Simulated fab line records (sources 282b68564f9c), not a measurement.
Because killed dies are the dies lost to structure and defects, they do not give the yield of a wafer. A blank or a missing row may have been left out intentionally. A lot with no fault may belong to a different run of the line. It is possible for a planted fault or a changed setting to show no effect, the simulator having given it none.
Shared-tool check / flow rit_cmos / 15 lots, 45 wafers sampled

== WHY IT WAS OPENED ==
Of 15 lots, 3 have the reading ACTIVE_OXIDE_THK flagged at RIT_ACTIVE_THK_MEAS_02. No-fault wafers: 47.0 nm, standard deviation 0.8.
Rule: a lot is flagged in two cases, either no wafer of it has a number, or all its wafers with numbers fall more than 4 standard deviations from that mean. The other lots count as sound.

lot=L738; measured=day 1 12:05; on=film_metro-04; ACTIVE_OXIDE_THK (nm), wafer by wafer=46.3 46.3 46.5; flag=
lot=L739; measured=day 1 17:04; on=film_metro-04; ACTIVE_OXIDE_THK (nm), wafer by wafer=47.6 47.5 47.3; flag=
lot=L740; measured=day 1 23:18; on=film_metro-02; ACTIVE_OXIDE_THK (nm), wafer by wafer=47.6 47.8 46.3; flag=
lot=L742; measured=day 2 08:04; on=film_metro-04; ACTIVE_OXIDE_THK (nm), wafer by wafer=45.8 46.8 46.1; flag=
lot=L745; measured=day 2 23:04; on=film_metro-02; ACTIVE_OXIDE_THK (nm), wafer by wafer=47.2 47.3 47.3; flag=
lot=L746; measured=day 3 04:03; on=film_metro-04; ACTIVE_OXIDE_THK (nm), wafer by wafer=58.7 60.0 58.4; flag=FLAGGED
lot=L747; measured=day 3 09:04; on=film_metro-02; ACTIVE_OXIDE_THK (nm), wafer by wafer=60.6 59.0 60.2; flag=FLAGGED
lot=L749; measured=day 3 19:03; on=film_metro-02; ACTIVE_OXIDE_THK (nm), wafer by wafer=58.7 58.1 58.2; flag=FLAGGED
lot=L753; measured=day 4 15:03; on=film_metro-02; ACTIVE_OXIDE_THK (nm), wafer by wafer=47.5 47.2 47.5; flag=
lot=L754; measured=day 4 20:05; on=film_metro-03; ACTIVE_OXIDE_THK (nm), wafer by wafer=46.9 47.5 46.8; flag=
lot=L755; measured=day 5 01:03; on=film_metro-04; ACTIVE_OXIDE_THK (nm), wafer by wafer=47.4 46.5 48.1; flag=
lot=L757; measured=day 5 13:32; on=film_metro-02; ACTIVE_OXIDE_THK (nm), wafer by wafer=48.1 47.6 47.7; flag=
lot=L758; measured=day 5 16:32; on=film_metro-02; ACTIVE_OXIDE_THK (nm), wafer by wafer=47.1 46.6 46.2; flag=
lot=L759; measured=day 5 21:03; on=film_metro-02; ACTIVE_OXIDE_THK (nm), wafer by wafer=47.3 46.8 46.7; flag=
lot=L761; measured=day 6 08:47; on=film_metro-02; ACTIVE_OXIDE_THK (nm), wafer by wafer=48.5 47.4 47.6; flag=
The numbers of the flagged lots are 59.1 nm on average: +12.1 nm against the usual, or +15 standard deviations.

== EACH LOT AND THE TOOL IT RAN ON ==
The record keeps 1 process step preceding the reading, out of 202 steps on the route. Each cell gives the tool, then ch followed by the chambers the sampled wafers passed through, then the start.
lot=L738; flag=; RIT_ACTIVE_OXIDATION_01=furnace-01 ch 0, day 1 10:07
lot=L739; flag=; RIT_ACTIVE_OXIDATION_01=furnace-04 ch 0, day 1 15:07
lot=L740; flag=; RIT_ACTIVE_OXIDATION_01=furnace-04 ch 0, day 1 21:21
lot=L742; flag=; RIT_ACTIVE_OXIDATION_01=furnace-03 ch 0, day 2 06:07
lot=L745; flag=; RIT_ACTIVE_OXIDATION_01=furnace-04 ch 0, day 2 21:07
lot=L746; flag=FLAGGED; RIT_ACTIVE_OXIDATION_01=furnace-04 ch 0, day 3 02:07
lot=L747; flag=FLAGGED; RIT_ACTIVE_OXIDATION_01=furnace-04 ch 0, day 3 07:07
lot=L749; flag=FLAGGED; RIT_ACTIVE_OXIDATION_01=furnace-04 ch 0, day 3 17:07
lot=L753; flag=; RIT_ACTIVE_OXIDATION_01=furnace-01 ch 0, day 4 13:07
lot=L754; flag=; RIT_ACTIVE_OXIDATION_01=furnace-03 ch 0, day 4 18:07
lot=L755; flag=; RIT_ACTIVE_OXIDATION_01=furnace-01 ch 0, day 4 23:07
lot=L757; flag=; RIT_ACTIVE_OXIDATION_01=furnace-03 ch 0, day 5 11:35
lot=L758; flag=; RIT_ACTIVE_OXIDATION_01=furnace-03 ch 0, day 5 14:36
lot=L759; flag=; RIT_ACTIVE_OXIDATION_01=furnace-03 ch 0, day 5 19:07
lot=L761; flag=; RIT_ACTIVE_OXIDATION_01=furnace-01 ch 0, day 6 06:49
What these steps do:
- RIT_ACTIVE_OXIDATION_01: target thk 46.8 nm, ox time 3360 s.
- RIT_ACTIVE_THK_MEAS_02

== FLAGGED OVER TOTAL, TOOL BY TOOL (the gauges that took the reading come last) ==
step=RIT_ACTIVE_OXIDATION_01; tool=furnace-01; lots run=4; flagged=0; share of the flagged lots=none; sound lots run after its first flagged lot=-
step=RIT_ACTIVE_OXIDATION_01; tool=furnace-03; lots run=5; flagged=0; share of the flagged lots=none; sound lots run after its first flagged lot=-
step=RIT_ACTIVE_OXIDATION_01; tool=furnace-04; lots run=6; flagged=3; share of the flagged lots=all; sound lots run after its first flagged lot=0
step=RIT_ACTIVE_THK_MEAS_02; tool=film_metro-02; lots run=9; flagged=2; share of the flagged lots=some; sound lots run after its first flagged lot=5 (L753,L757,L758,L759,L761)
step=RIT_ACTIVE_THK_MEAS_02; tool=film_metro-03; lots run=1; flagged=0; share of the flagged lots=none; sound lots run after its first flagged lot=-
step=RIT_ACTIVE_THK_MEAS_02; tool=film_metro-04; lots run=5; flagged=1; share of the flagged lots=some; sound lots run after its first flagged lot=1 (L755)

== WHAT IS ALLOWED BY THE TABLE ==
1 row of the table ran every flagged lot: furnace-04 at RIT_ACTIVE_OXIDATION_01.
- furnace-04 at RIT_ACTIVE_OXIDATION_01: 3 of its 6 lots flagged. A fault beginning between L745 (day 2 21:07), its last sound lot, and L746 (day 3 02:07), its first flagged one, fits the data. Its own readings lie more than 4 standard deviations out on every wafer of the flagged lots: spike_tc_centre_C, spike_tc_load_C, spike_tc_source_C, tube_center_temp_C, tube_center_temp_C_max.
Just one tool remains: furnace-04 at RIT_ACTIVE_OXIDATION_01.

== WHAT WAS PUT IN BY THE SIMULATOR ==
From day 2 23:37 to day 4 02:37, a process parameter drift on furnace-04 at RIT_ACTIVE_OXIDATION_01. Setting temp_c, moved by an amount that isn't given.
Lots struck among those shown: L746, L747, L749. The rule above reached the same finding.
